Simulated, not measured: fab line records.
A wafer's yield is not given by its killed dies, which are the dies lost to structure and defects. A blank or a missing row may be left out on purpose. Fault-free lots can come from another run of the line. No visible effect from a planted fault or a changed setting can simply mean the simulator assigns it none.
fab line records    flow ritCmos
record lots=5  wafers=27
route steps=202 shown SPACER@130 SILICIDE@162 CONTACT@168 M1@196
startH: hours from the record's first day to the start of the lot's first wafer shown    waitH: time in hours since the lot's previous step    " unchanged from the row above    L1.1+2: a row that stands for several wafers    - no value, or no start given    * or withheld: withheld    < > ~ a bound
route shown NAME@n: a module of which the file shows steps, and the number in the route of the first    usual: mean/standard deviation of fault-free wafers    same: alike in all rows    chamber/n: place in a boat    sites: the reading at each site    _std_site: standard deviation of those values    _edge_site: mean of outer sites minus mean of inner sites    radiusMm: how far each site lies from the wafer's centre    mask NAME#n: copy n    behind: tool/chamber where the wafer was last shaped    hold: the reason the lot was held/the length of the hold in hours/how it ended    device: which transistor (n, p or np) failed to switch    end of line: at the end of the route, the tests of the same wafers    for a step that has no rows: nothing shown but its recipe    killed: dies that structure and defects cost at the first sort, which is not the same as the wafer's yield    map: a wafer's dies, x killed, . not, _ none there
set.NAME: setting as actually run; set.NAME@STEP: the setting as run at that earlier step    model.NAME: the simulator's own value behind a step, which no gauge read
lots run with intentionally changed settings; tables by step, rows by wafer
## steps
# step RIT_SPACER_ETCHBACK_05
# recipe targetDepthA=2500  SF6_flow_sccm=30  CHF3_flow_sccm=30  target=Si3N4  chemistry=SF6/CHF3  pressureMtorr=40  rfW=250  timeS=240  stopOn=SiO2
# usual oesProductAu=0.854/0.016
lot.wafer  tool        chamber  startH  waitH  set.targetDepthA  oesProductAu  model.SiO2_of_FOX2_OXIDATION_00.thkNm  model.poly-Si_of_GATE_CVD_08.thkNm  model.Si3N4_of_SPACER_CVD_03.thkNm
L075.1     rieDiel-02  0        52.45   0.1    2500              0.859         172.2                                  165.2                               196.7
L075.2     "           2        "       "      2500              0.864         175.6                                  166.1                               195.9
L075.3     "           1        "       "      2500              0.866         175.9                                  166                                 195.9
L075.4     "           3        "       "      2500              0.867         168.8                                  164.7                               198.3
L075.5     "           2        "       "      2500              0.854         171.7                                  165.8                               197.9
L075.6     "           3        "       "      2500              0.861         164.9                                  166.1                               196.5
L076.1     rieDiel-04  1        56.74   0.1    3808              0.676         151.9                                  141.8                               176.9
L076.2     "           3        "       "      3808              0.652         147                                    141.7                               175.5
L076.3     "           2        "       "      3808              0.676         150.1                                  141.6                               173.8
L076.4     "           2        "       "      2500              0.864         170.1                                  166.8                               197.7
L076.5     "           3        "       "      2500              0.833         170                                    169.3                               199.3
L076.6     "           1        "       "      2500              0.870         176.1                                  169.6                               200.1
L078.1     rieDiel-02  2        66.90   0.1    3844              0.675         153.2                                  139.4                               172.8
L078.2     "           1        "       "      3844              0.692         154.6                                  140.4                               172.7
L078.3     "           3        "       "      2500              0.863         177.7                                  169.1                               197.1
L078.4     "           0        "       "      3844              0.673         155.2                                  140.6                               172.8
L078.5     "           2        "       "      2500              0.861         169.2                                  169.5                               196.7
L078.6     "           1        "       "      2500              0.872         180                                    167.9                               197.3
L080.4     rieDiel-01  1        77.45   0.0    2500              0.883         167.3                                  174.4                               199.1
L080.5     "           1        "       "      2500              0.876         169.8                                  172.3                               196.1
L080.6     "           0        "       "      2500              0.838         166.9                                  172.5                               198.3
L081.1     rieDiel-02  2        82.09   0.1    3721              0.685         155.5                                  142.8                               175.2
L081.2     "           1        "       "      2500              0.880         180.3                                  166.4                               195.6
L081.3     "           3        "       "      2500              0.859         176                                    169.6                               195.7
L081.4     "           3        "       "      2500              0.852         177.7                                  168.6                               196.7
L081.5     "           2        "       "      3721              0.674         154.5                                  144.4                               174.9
L081.6     "           1        "       "      3721              0.694         152.8                                  140.9                               173.4
# step RIT_SILICIDE_SPUTTER_01
# recipe material=Ti  targetThkNm=30  powerW=350  chamberPressurePa=0.667  gas=Ar  timeS=240  substrateTempC=25
lot.wafer  tool           chamber  startH  waitH  set.timeS  model.Ti_of_SILICIDE_SPUTTER_01.thkNm
L075.1     pvdSputter-04  -        56.73   0.0    240        29.98
L075.2     "              -        "       "      121        15.08
L075.3+6   "              -        "       "      121        15.33
L075.4     "              -        "       "      240        29.89
L075.5     "              -        "       "      240        30.06
L076.1     pvdSputter-03  -        61.19   0.0    240        29.89
L076.2     "              -        "       "      116.1      14.29
L076.3     "              -        "       "      240        30.35
L076.4     "              -        "       "      116.1      14.68
L076.5     "              -        "       "      240        30.27
L076.6     "              -        "       "      116.1      14.67
L078.1     pvdSputter-03  -        70.93   0.0    100.1      12.42
L078.2     "              -        "       "      240        29.49
L078.3     "              -        "       "      240        30.06
L078.4     "              -        "       "      240        29.54
L078.5     "              -        "       "      100.1      12.43
L078.6     "              -        "       "      100.1      12.33
L080.4     pvdSputter-03  -        81.37   0.0    240        29.88
L080.5     "              -        "       "      240        29.76
L080.6     "              -        "       "      240        29.54
L081.1     pvdSputter-02  -        86.12   0.0    240        30.08
L081.2     "              -        "       "      177.8      21.88
L081.3     "              -        "       "      240        29.85
L081.4     "              -        "       "      240        29.81
L081.5     "              -        "       "      177.8      21.9
L081.6     "              -        "       "      177.8      22.04
# step RIT_SILICIDE_RS_MEAS_02
# recipe thkMeasGauge=four-point-probe  reads=Ti_of_SILICIDE_SPUTTER_01
# usual SILICIDE_TI_RS=47.9/0.54
lot.wafer  tool          chamber  startH  waitH  set.timeS@SILICIDE_SPUTTER_01  SILICIDE_TI_RS[ohm/sq]
L075.1     filmMetro-03  -        56.88   0.1    240                            48.0
L075.2     "             -        "       "      121                            115.8
L075.3     "             -        "       "      121                            113.2
L075.4     "             -        "       "      240                            48.3
L075.5     "             -        "       "      240                            47.8
L075.6     "             -        "       "      121                            113.4
L076.1     filmMetro-03  -        61.34   0.1    240                            48.2
L076.2     "             -        "       "      116.1                          124.1
L076.3     "             -        "       "      240                            47.2
L076.4     "             -        "       "      116.1                          119.8
L076.5     "             -        "       "      240                            47.4
L076.6     "             -        "       "      116.1                          120.1
L078.1     filmMetro-02  -        71.08   0.1    100.1                          149.3
L078.2     "             -        "       "      240                            48.9
L078.3     "             -        "       "      240                            47.7
L078.4     "             -        "       "      240                            48.8
L078.5     "             -        "       "      100.1                          149.1
L078.6     "             -        "       "      100.1                          150.5
L080.4     filmMetro-02  -        81.58   0.1    240                            48.0
L080.5     "             -        "       "      240                            48.2
L080.6     "             -        "       "      240                            48.8
L081.1     filmMetro-02  -        86.27   0.1    240                            47.6
L081.2     "             -        "       "      177.8                          71.2
L081.3     "             -        "       "      240                            48.1
L081.4     "             -        "       "      240                            48.2
L081.5     "             -        "       "      177.8                          71.1
L081.6     "             -        "       "      177.8                          70.6
# step RIT_SILICIDE_THK_MEAS_03
# recipe thkMeasGauge=xrf  reads=Ti_of_SILICIDE_SPUTTER_01
# usual SILICIDE_TI_THK=30.1/0.34
lot.wafer  tool          chamber  startH  waitH  set.timeS@SILICIDE_SPUTTER_01  SILICIDE_TI_THK[nm]
L075.1     filmMetro-03  -        57.00   0.1    240                            30.0
L075.2     "             -        "       "      121                            15.1
L075.3     "             -        "       "      121                            15.3
L075.4     "             -        "       "      240                            29.7
L075.5     "             -        "       "      240                            29.9
L075.6     "             -        "       "      121                            15.3
L076.1     filmMetro-03  -        61.46   0.1    240                            29.8
L076.2     "             -        "       "      116.1                          14.3
L076.3     "             -        "       "      240                            30.3
L076.4     "             -        "       "      116.1                          14.7
L076.5     "             -        "       "      240                            30.3
L076.6     "             -        "       "      116.1                          14.6
L078.1     filmMetro-02  -        71.20   0.1    100.1                          12.4
L078.2     "             -        "       "      240                            29.6
L078.3     "             -        "       "      240                            30.3
L078.4     "             -        "       "      240                            29.5
L078.5     "             -        "       "      100.1                          12.5
L078.6     "             -        "       "      100.1                          12.4
L080.4     filmMetro-02  -        81.67   0.1    240                            30.0
L080.5     "             -        "       "      240                            30.0
L080.6     "             -        "       "      240                            29.7
L081.1     filmMetro-02  -        86.39   0.1    240                            30.4
L081.2     "             -        "       "      177.8                          22.0
L081.3     "             -        "       "      240                            30.0
L081.4     "             -        "       "      240                            29.9
L081.5     "             -        "       "      177.8                          22.1
L081.6     "             -        "       "      177.8                          22.2
# step RIT_CONTACT_CVD_00
# recipe material=SiO2  targetThkNm=400  precursor=TEOS  tempC=390  timeS=61  rfW=400
lot.wafer  tool      chamber  startH  waitH  set.timeS  model.SiO2_of_CONTACT_CVD_00.thkNm
L075.1     pecvd-02  2        57.24   0.1    61         395.4
L075.2     "         1        "       "      91.24      595.6
L075.3     "         0        "       "      91.24      591.4
L075.4     "         1        "       "      61         403
L075.5     "         0        "       "      91.24      598.7
L075.6     "         2        "       "      61         399
L076.1     pecvd-04  1        61.69   0.1    97.07      625.5
L076.2     "         0        "       "      97.07      628.8
L076.3     "         0        "       "      61         399.4
L076.4     "         1        "       "      61         393.1
L076.5     "         0        "       "      61         398.5
L076.6     "         1        "       "      97.07      635.2
L078.1     pecvd-02  2        71.44   0.1    61         400.5
L078.2     "         0        "       "      61         399.2
L078.3     "         1        "       "      25.62      173.5
L078.4     "         1        "       "      25.62      169.8
L078.5     "         2        "       "      61         405.4
L078.6     "         0        "       "      25.62      178.7
L080.4     pecvd-03  1        81.90   0.0    61         409.9
L080.5     "         0        "       "      61         404
L080.6     "         2        "       "      61         398.2
L081.1     pecvd-02  0        86.63   0.1    78.73      517.7
L081.2     "         1        "       "      61         401.5
L081.3     "         2        "       "      61         403.5
L081.4     "         0        "       "      78.73      523.2
L081.5     "         1        "       "      78.73      525.7
L081.6     "         2        "       "      61         405.4
# step RIT_CONTACT_THK_MEAS_01
# recipe reads=SiO2_of_CONTACT_CVD_00
# usual CONTACT_TEOS_THK=400/5
lot.wafer  tool          chamber  startH  waitH  set.timeS@CONTACT_CVD_00  CONTACT_TEOS_THK[nm]
L075.1     filmMetro-03  -        57.29   0.0    61                        395
L075.2     "             -        "       "      91.24                     596
L075.3     "             -        "       "      91.24                     591
L075.4     "             -        "       "      61                        403
L075.5     "             -        "       "      91.24                     599
L075.6     "             -        "       "      61                        399
L076.1     filmMetro-01  -        61.77   0.1    97.07                     626
L076.2     "             -        "       "      97.07                     629
L076.3     "             -        "       "      61                        399
L076.4     "             -        "       "      61                        393
L076.5     "             -        "       "      61                        399
L076.6     "             -        "       "      97.07                     636
L078.1     filmMetro-01  -        71.49   0.0    61                        401
L078.2     "             -        "       "      61                        399
L078.3     "             -        "       "      25.62                     173
L078.4     "             -        "       "      25.62                     170
L078.5     "             -        "       "      61                        405
L078.6     "             -        "       "      25.62                     179
L080.4     filmMetro-03  -        81.96   0.0    61                        410
L080.5     "             -        "       "      61                        404
L080.6     "             -        "       "      61                        398
L081.1     filmMetro-03  -        86.68   0.0    78.73                     518
L081.2     "             -        "       "      61                        402
L081.3     "             -        "       "      61                        403
L081.4     "             -        "       "      78.73                     523
L081.5     "             -        "       "      78.73                     526
L081.6     "             -        "       "      61                        405
# step RIT_CONTACT_HMDS_02
# recipe primeTimeS=60  primeTempC=140
# step RIT_CONTACT_COAT_03
# recipe resist=NOVOLAK  spinRpm=3250  resistThkNm=1000
# step RIT_CONTACT_HARDBAKE_10
# recipe resist=NOVOLAK  tempC=140  timeS=60
# step RIT_CONTACT_ETCH_11
# recipe targetDepthA=4800  overEtchFrac=0.2  stopOn=TiSi2  chemistry=CHF3/CF4/Ar  target=SiO2  CHF3_flow_sccm=50  cf4FlowSccm=10  Ar_flow_sccm=100  O2_flow_sccm=5  pressureMtorr=100  rfW=200  timeS=320
lot.wafer  tool        chamber  startH  waitH  set.timeS@CONTACT_CVD_00  model.etch.depthNm  model.CONTACT.featureDepthNm
L075.1     rieDiel-02  0        58.76   0.1    61                        395.4               395.4
L075.2     "           1        "       "      91.24                     483.4               483.4
L075.3     "           3        "       "      91.24                     480.9               480.9
L075.4     "           2        "       "      61                        403                 403
L075.5     "           0        "       "      91.24                     483.6               483.6
L075.6     "           1        "       "      61                        399                 399
L076.1     rieDiel-03  1        63.23   0.1    97.07                     484.2               484.2
L076.2     "           3        "       "      97.07                     482.5               482.5
L076.3     "           1        "       "      61                        399.4               399.4
L076.4     "           3        "       "      61                        393.1               393.1
L076.5     "           3        "       "      61                        398.5               398.5
L076.6     "           1        "       "      97.07                     486                 486
L078.1     rieDiel-02  1        72.95   0.1    61                        400.5               400.5
L078.2     "           0        "       "      61                        399.2               399.2
L078.3     "           2        "       "      25.62                     173.5               173.5
L078.4     "           3        "       "      25.62                     169.8               169.8
L078.5     "           2        "       "      61                        405.4               405.4
L078.6     "           3        "       "      25.62                     178.7               178.7
L080.4     rieDiel-03  3        83.38   0.1    61                        409.9               409.9
L080.5     "           1        "       "      61                        404                 404
L080.6     "           2        "       "      61                        398.2               398.2
L081.1     rieDiel-04  2        88.14   0.1    78.73                     481.9               481.9
L081.2     "           0        "       "      61                        401.5               401.5
L081.3     "           1        "       "      61                        403.5               403.5
L081.4     "           3        "       "      78.73                     483.2               483.2
L081.5     "           2        "       "      78.73                     484.9               484.9
L081.6     "           3        "       "      61                        405.4               405.4
# step RIT_M1_METAL_ETCH_12
# recipe stopOn=SiO2  chemistry=Cl2/BCl3  target=Al  timeS=165  overEtchFrac=0.5  pressureMtorr=100  targetDepthA=6000  rfW=250  Cl2_flow_sccm=60  bcl3FlowSccm=50
lot.wafer  tool         chamber  startH  waitH  set.targetDepthA  set.timeS@CONTACT_CVD_00  model.SiO2_of_CONTACT_CVD_00.thkNm
L075.1     rieMetal-01  1        61.51   0.2    6000              61                        358.5
L075.2     "            0        "       "      6000              91.24                     558.6
L075.3     "            1        "       "      4228              91.24                     564.2
L075.4     "            0        "       "      4228              61                        375.8
L075.5     "            0        "       "      6000              91.24                     561.6
L075.6     "            1        "       "      4228              61                        372.1
L076.1     rieMetal-04  0        66.06   0.2    6000              97.07                     588.6
L076.2     "            1        "       "      6000              97.07                     592.6
L076.3     "            0        "       "      6000              61                        362.4
L076.4     "            1        "       "      6000              61                        356.8
L076.5     "            0        "       "      6000              61                        361.6
L076.6     "            1        "       "      6000              97.07                     599
L078.1     rieMetal-01  0        75.77   0.2    6000              61                        362.8
L078.2     "            1        "       "      6000              61                        361.8
L078.3     "            0        "       "      6000              25.62                     135.8
L078.4     "            1        "       "      6000              25.62                     132.6
L078.5     "            0        "       "      6000              61                        368.2
L078.6     "            1        "       "      6000              25.62                     141.2
L080.4     rieMetal-02  0        86.25   0.1    6000              61                        372.8
L080.5     "            0        "       "      6000              61                        366.9
L080.6     "            1        "       "      6000              61                        361.4
L081.1     rieMetal-01  0        90.95   0.2    6000              78.73                     480.2
L081.2     "            1        "       "      6000              61                        364.5
L081.3     "            1        "       "      6000              61                        366.5
L081.4     "            0        "       "      6000              78.73                     486.1
L081.5     "            1        "       "      6000              78.73                     488.8
L081.6     "            0        "       "      6000              61                        368.1
# step RIT_M1_STRIP_13
# recipe chemistry=nmp  resist=NOVOLAK  tempC=80  timeS=617  dry=n2Spin
# step RIT_M1_STRIP_14
# recipe chemistry=O2  timeS=180  platenTempC=withheld  powerW=500  pressureMtorr=4000  o2FlowSccm=4000
# step RIT_M1_ANNEAL_15
# recipe tempC=450  timeS=1800  ambient=forming_gas_H2N2
# step RIT_M1_PROBE_99
lot.wafer  tool       chamber  startH  waitH  set.targetDepthA@SPACER_ETCHBACK_05  set.timeS@SILICIDE_SPUTTER_01  model.etest.pplusSal.widthNm  model.etest.nplusSal.widthNm  model.etest.npolyLine.lineOhmUm  model.etest.nldd.widthNm  model.etest.ppolyLine.lineOhmUm  model.etest.pldd.widthNm  model.etest.pwellPinched.rsOhmSq  model.etest.nwellPinched.rsOhmSq
L075.1     prober-01  -        64.30   0.1    2500                                 240                            3448                          3461                          164.9                            3184                      160.5                            3202                      457.2                             336.9
L075.2+3   prober-01  -        64.35   0.1    2500                                 121                            -                             -                             -                                -                         -                                -                         -                                 -
L075.4     prober-01  -        64.45   0.2    2500                                 240                            3474                          3456                          167.2                            3201                      160                              3197                      459.5                             335.2
L075.5     prober-01  -        64.50   0.2    2500                                 240                            -                             -                             -                                -                         -                                -                         -                                 -
L075.6     prober-01  -        64.55   0.2    2500                                 121                            3486                          3496                          267.4                            3196                      249.7                            3209                      454.4                             334.7
L076.1     prober-02  -        68.58   0.1    3808                                 240                            -                             -                             -                                -                         -                                -                         -                                 -
L076.2     prober-02  -        68.63   0.1    3808                                 116.1                          -                             -                             -                                -                         -                                -                         -                                 -
L076.3     prober-02  -        68.68   0.2    3808                                 240                            3677                          3666                          -                                3328                      -                                3338                      575.8                             430.4
L076.4     prober-02  -        68.73   0.2    2500                                 116.1                          3477                          3479                          298.3                            3210                      277.7                            3185                      453.8                             341
L076.5     prober-02  -        68.78   0.2    2500                                 240                            3487                          3476                          172.3                            3205                      165.5                            3199                      454                               340.1
L076.6     prober-02  -        68.83   0.2    2500                                 116.1                          -                             -                             -                                -                         -                                -                         -                                 -
L078.1     prober-01  -        78.02   0.1    3844                                 100.1                          3698                          3705                          -                                3320                      -                                3340                      577.9                             430.4
L078.2     prober-01  -        78.07   0.1    3844                                 240                            3691                          3686                          -                                3324                      -                                3344                      581.6                             435.6
L078.3     prober-01  -        78.12   0.2    2500                                 240                            3486                          3477                          172                              3195                      163.8                            3190                      459.1                             335.9
L078.4     prober-01  -        78.17   0.2    3844                                 240                            3682                          3676                          -                                3353                      -                                3335                      577.9                             430.6
L078.5     prober-01  -        78.22   0.2    2500                                 100.1                          3483                          3507                          329.8                            3221                      299.7                            3198                      454                               335.4
L078.6     prober-01  -        78.27   0.2    2500                                 100.1                          3496                          3497                          333                              3203                      300.4                            3189                      -                                 -
L080.4     prober-01  -        88.59   0.2    2500                                 240                            3483                          3480                          172                              3211                      165                              3230                      454.6                             331.2
L080.5     prober-01  -        88.64   0.2    2500                                 240                            3486                          3472                          166.8                            3208                      161.7                            3199                      449.4                             333.6
L080.6     prober-01  -        88.69   0.2    2500                                 240                            3464                          3474                          167.7                            3202                      161.4                            3201                      448.2                             337.7
L081.1     prober-02  -        93.67   0.1    3721                                 240                            -                             -                             -                                -                         -                                -                         -                                 -
L081.2     prober-02  -        93.72   0.1    2500                                 177.8                          3467                          3466                          198.5                            3174                      188.1                            3178                      451.3                             341.1
L081.3     prober-02  -        93.77   0.2    2500                                 240                            3464                          3455                          162.7                            3184                      155.1                            3186                      451.2                             340.1
L081.4     prober-02  -        93.82   0.2    2500                                 240                            -                             -                             -                                -                         -                                -                         -                                 -
L081.5     prober-02  -        93.87   0.2    3721                                 177.8                          -                             -                             -                                -                         -                                -                         -                                 -
L081.6     prober-02  -        93.92   0.2    3721                                 177.8                          3672                          3667                          -                                3324                      -                                3347                      546.7                             430.4
# killed by level:class
L080.4 FOX2:geometricParticle:open=3 REOX:geometricParticle:open=2 GATE:geometricParticle:short=1 GATE:geometricParticle:open=1 REOX:geometricParticle:short=1 SPACER:geometricParticle:open=1 SPACER:geometricParticle:short=1
L080.5 GATE:geometricParticle:short=1 REOX:geometricParticle:open=1
L080.6 FOX2:geometricParticle:short=3 GATE:geometricParticle:short=2 SILICIDE:geometricParticle:open=2 GATE:geometricParticle:open=1 SPACER:geometricParticle:open=1 SILICIDE:geometricParticle:short=1
## key
split step=RIT_SPACER_ETCHBACK_05  setting=targetDepthA  stated=2500  by=wafer
response step=RIT_SPACER_ETCHBACK_05  reading=oesProductAu  change=-0.00356  per=1%  r=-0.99
response step=RIT_SPACER_ETCHBACK_05  reading=model.SiO2_of_FOX2_OXIDATION_00.thkNm  change=-0.435  per=1%  r=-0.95
response step=RIT_SPACER_ETCHBACK_05  reading=model.poly-Si_of_GATE_CVD_08.thkNm  change=-0.524  per=1%  r=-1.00
response step=RIT_SPACER_ETCHBACK_05  reading=model.Si3N4_of_SPACER_CVD_03.thkNm  change=-0.448  per=1%  r=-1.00
response step=RIT_M1_PROBE_99  reading=model.etest.pplusSal.widthNm  change=+3.84  per=1%  r=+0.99
response step=RIT_M1_PROBE_99  reading=model.etest.nplusSal.widthNm  change=+3.75  per=1%  r=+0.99
response step=RIT_M1_PROBE_99  reading=model.etest.nldd.widthNm  change=+2.47  per=1%  r=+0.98
response step=RIT_M1_PROBE_99  reading=model.etest.pldd.widthNm  change=+2.89  per=1%  r=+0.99
split step=RIT_SILICIDE_SPUTTER_01  setting=timeS  stated=240  by=wafer
response step=RIT_SILICIDE_SPUTTER_01  reading=model.Ti_of_SILICIDE_SPUTTER_01.thkNm  change=+0.299  per=1%  r=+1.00
response step=RIT_SILICIDE_RS_MEAS_02  reading=SILICIDE_TI_RS  change=-1.48  per=1%  r=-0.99
response step=RIT_SILICIDE_THK_MEAS_03  reading=SILICIDE_TI_THK  change=+0.299  per=1%  r=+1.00
response step=RIT_M1_PROBE_99  reading=model.etest.npolyLine.lineOhmUm  change=-2.38  per=1%  r=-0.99
response step=RIT_M1_PROBE_99  reading=model.etest.ppolyLine.lineOhmUm  change=-2.08  per=1%  r=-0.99
split step=RIT_CONTACT_CVD_00  setting=timeS  stated=61  by=wafer
response step=RIT_CONTACT_CVD_00  reading=model.SiO2_of_CONTACT_CVD_00.thkNm  change=+3.95  per=1%  r=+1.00
response step=RIT_CONTACT_THK_MEAS_01  reading=CONTACT_TEOS_THK  change=+3.95  per=1%  r=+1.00
response step=RIT_CONTACT_ETCH_11  reading=model.etch.depthNm  change=+2.44  per=1%  r=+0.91
response step=RIT_CONTACT_ETCH_11  reading=model.CONTACT.featureDepthNm  change=+2.44  per=1%  r=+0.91
response step=RIT_M1_METAL_ETCH_12  reading=model.SiO2_of_CONTACT_CVD_00.thkNm  change=+3.94  per=1%  r=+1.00
split step=RIT_M1_METAL_ETCH_12  setting=targetDepthA  stated=6000  by=wafer
response none clear
